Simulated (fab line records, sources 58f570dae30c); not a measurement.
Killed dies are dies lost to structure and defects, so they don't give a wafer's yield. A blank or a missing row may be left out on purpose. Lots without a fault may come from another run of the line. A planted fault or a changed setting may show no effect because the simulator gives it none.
Which tool did it? | flow berkeley_cmos170 | 14 lots, 42 wafers sampled, at 5 steps of a route of 331

WHAT THE GAUGES READ, wafer by wafer
UCB170_FIELD_THK_MEAS_91.
lot  | measured     | on            | FIELD_OXIDE_LEFT_2_THK (nm)
L233 | day 6 16:32  | film_metro-04 | 350 357 354
L232 | day 6 17:19  | film_metro-04 | 364 356 353
L235 | day 7 01:51  | film_metro-01 | 349 338 345
L237 | day 7 20:35  | film_metro-04 | 337 334 335
L238 | day 7 20:53  | film_metro-04 | 340 350 343
L241 | day 9 02:52  | film_metro-01 | 344 348 337
L243 | day 9 03:28  | film_metro-01 | 334 330 329
L242 | day 9 03:42  | film_metro-04 | 324 332 330
L244 | day 9 04:19  | film_metro-02 | 348 338 338
L245 | day 9 17:28  | film_metro-01 | 323 320 321
L247 | day 10 08:40 | film_metro-02 | 341 345 354
L246 | day 10 09:14 | film_metro-01 | 319 322 324
L253 | day 12 01:04 | film_metro-04 | 331 336 334
L255 | day 12 05:24 | film_metro-02 | 345 352 342

UCB170_SPACER_THK_MEAS_01.
lot  | measured     | on            | SPACER_TEOS_THK (nm)
L233 | day 7 06:47  | film_metro-03 | 379 379 381
L232 | day 7 07:05  | film_metro-03 | 375 381 379
L235 | day 8 08:00  | film_metro-04 | 372 380 382
L237 | day 8 18:58  | film_metro-04 | 372 370 378
L238 | day 8 18:14  | film_metro-04 | 371 377 377
L241 | day 10 00:58 | film_metro-04 | 371 374 380
L243 | day 10 01:49 | film_metro-03 | 373 387 381
L242 | day 10 01:11 | film_metro-02 | 370 373 376
L244 | day 10 01:47 | film_metro-04 | 372 373 381
L245 | day 10 16:31 | film_metro-04 | 374 372 384
L247 | day 11 13:29 | film_metro-04 | 370 381 352
L246 | day 11 14:08 | film_metro-03 | 350 369 374
L253 | day 12 19:47 | film_metro-04 | 374 381 381
L255 | day 13 06:53 | film_metro-04 | 379 373 381

UCB170_PSD_CD_MEAS_06: target cd 1200 nm.
lot  | measured     | on        | cd_nm (nm)
L233 | day 7 17:42  | cd_sem-01 | 1201.1 1199.0 1199.4
L232 | day 7 17:35  | cd_sem-02 | 1200.7 1201.9 1201.2
L235 | day 8 16:10  | cd_sem-02 | 1201.1 1201.1 1201.5
L237 | day 9 04:17  | cd_sem-01 | 1200.2 1201.0 1199.9
L238 | day 9 04:10  | cd_sem-01 | 1201.2 1201.4 1200.9
L241 | day 10 14:01 | cd_sem-02 | 1201.3 1200.5 1201.4
L243 | day 10 14:43 | cd_sem-02 | 1200.1 1199.9 1199.7
L242 | day 10 14:24 | cd_sem-02 | 1200.6 1199.4 1200.9
L244 | day 10 14:29 | cd_sem-01 | 1200.9 1202.1 1200.6
L245 | day 11 02:39 | cd_sem-02 | 1198.5 1199.6 1199.6
L247 | day 11 18:25 | cd_sem-01 | 1203.7 1202.5 1203.2
L246 | day 11 18:53 | cd_sem-01 | 1200.3 1201.1 1201.4
L253 | day 13 04:31 | cd_sem-01 | 1199.3 1199.6 1200.8
L255 | day 13 14:22 | cd_sem-02 | 1199.3 1198.4 1200.1

WHICH TOOL RAN EACH LOT (tool, then ch and the chambers of the sampled wafers, then the start)
lot  | UCB170_NLDD_STRIP_10                 | UCB170_SPACER_CVD_00
L233 | plasma_asher-04 ch 0,1, day 7 06:23  | pecvd-02 ch 0,2, day 7 06:44
L232 | plasma_asher-03 ch 0,1, day 7 06:43  | pecvd-04 ch 0,1,2, day 7 07:03
L235 | plasma_asher-01 ch 0,1, day 8 07:38  | pecvd-03 ch 1,2, day 8 07:56
L237 | plasma_asher-03 ch 0,1, day 8 18:26  | pecvd-03 ch 0,1,2, day 8 18:55
L238 | plasma_asher-04 ch 0,1, day 8 17:52  | pecvd-02 ch 1,2, day 8 18:12
L241 | plasma_asher-03 ch 0,1, day 10 00:34 | pecvd-02 ch 1,2, day 10 00:55
L243 | plasma_asher-03 ch 0,1, day 10 01:26 | pecvd-03 ch 0,2, day 10 01:47
L242 | plasma_asher-03 ch 0,1, day 10 00:49 | pecvd-04 ch 0,1,2, day 10 01:07
L244 | plasma_asher-01 ch 0,1, day 10 01:24 | pecvd-02 ch 0,1,2, day 10 01:45
L245 | plasma_asher-04 ch 0,1, day 10 16:08 | pecvd-02 ch 0,2, day 10 16:28
L247 | plasma_asher-04 ch 0,1, day 11 13:07 | pecvd-02 ch 1,2, day 11 13:26
L246 | plasma_asher-04 ch 0,1, day 11 13:37 | pecvd-02 ch 0,2, day 11 14:06
L253 | plasma_asher-01 ch 0,1, day 12 19:23 | pecvd-03 ch 1,2, day 12 19:44
L255 | plasma_asher-01 ch 0,1, day 13 06:31 | pecvd-03 ch 0,2, day 13 06:50
- UCB170_NLDD_STRIP_10: strips in O2.
- UCB170_SPACER_CVD_00: deposits SiO2 from TEOS/O2, target thk 376 nm, time 47 s.

WHAT THE TOOLS THEMSELVES READ (means of the sampled wafers that have a number; where no wafer has one, the mark that the record gives instead)
UCB170_NLDD_STRIP_10.
lot  | tool            | drypump_motor_current_A (A) | oes_product_au (a.u.) | strip_time_to_endpoint_s (s)
L233 | plasma_asher-04 | 5.4                         | 0.731                 | 21.60
L232 | plasma_asher-03 | 5.9                         | 0.735                 | 21.57
L235 | plasma_asher-01 | 5.9                         | 0.734                 | 21.59
L237 | plasma_asher-03 | 5.7                         | 0.731                 | 21.54
L238 | plasma_asher-04 | 5.4                         | 0.730                 | 21.50
L241 | plasma_asher-03 | 5.8                         | 0.735                 | 21.61
L243 | plasma_asher-03 | 5.9                         | 0.730                 | 21.61
L242 | plasma_asher-03 | 5.8                         | 0.736                 | 21.61
L244 | plasma_asher-01 | 5.8                         | 0.735                 | 21.68
L245 | plasma_asher-04 | 5.5                         | 0.736                 | 21.64
L247 | plasma_asher-04 | 5.5                         | 0.739                 | 21.67
L246 | plasma_asher-04 | 5.4                         | 0.736                 | 21.67
L253 | plasma_asher-01 | 5.9                         | 0.733                 | 21.60
L255 | plasma_asher-01 | 5.8                         | 0.735                 | 21.64

UCB170_SPACER_CVD_00.
lot  | tool     | heater_power_w (W)
L233 | pecvd-02 | 312
L232 | pecvd-04 | 244
L235 | pecvd-03 | 279
L237 | pecvd-03 | 269
L238 | pecvd-02 | 281
L241 | pecvd-02 | 273
L243 | pecvd-03 | 309
L242 | pecvd-04 | 282
L244 | pecvd-02 | 310
L245 | pecvd-02 | 278
L247 | pecvd-02 | 286
L246 | pecvd-02 | 300
L253 | pecvd-03 | 298
L255 | pecvd-03 | 311

THE ANSWER, worked out from the rows above alone
Rule: what is usual is taken from the lots themselves. Put in order of their means at a reading, lots are off if they are a third of the lots or fewer, leave a main group of 4 or more, and stand apart from it by a gap of 3 or more times the standard deviation of the main group's means; of several such gaps the widest counts. A main group whose means are all the same, to the digits that the tables above print for the reading, isn't used. A lot without any number at a reading at which 4 lots or more have one is off too. The other lots that the step has rows for count as sound. The gauges are gone through in route order, then the tools' own readings, and for those a lot's mean is taken as printed above. The first step at which some lot is off is used, and at that step the reading that is off furthest; a lot without a number counts as furthest.
No lot is off at any reading shown: from this, nothing can be told.

WHAT THE SIMULATOR HAD PUT IN
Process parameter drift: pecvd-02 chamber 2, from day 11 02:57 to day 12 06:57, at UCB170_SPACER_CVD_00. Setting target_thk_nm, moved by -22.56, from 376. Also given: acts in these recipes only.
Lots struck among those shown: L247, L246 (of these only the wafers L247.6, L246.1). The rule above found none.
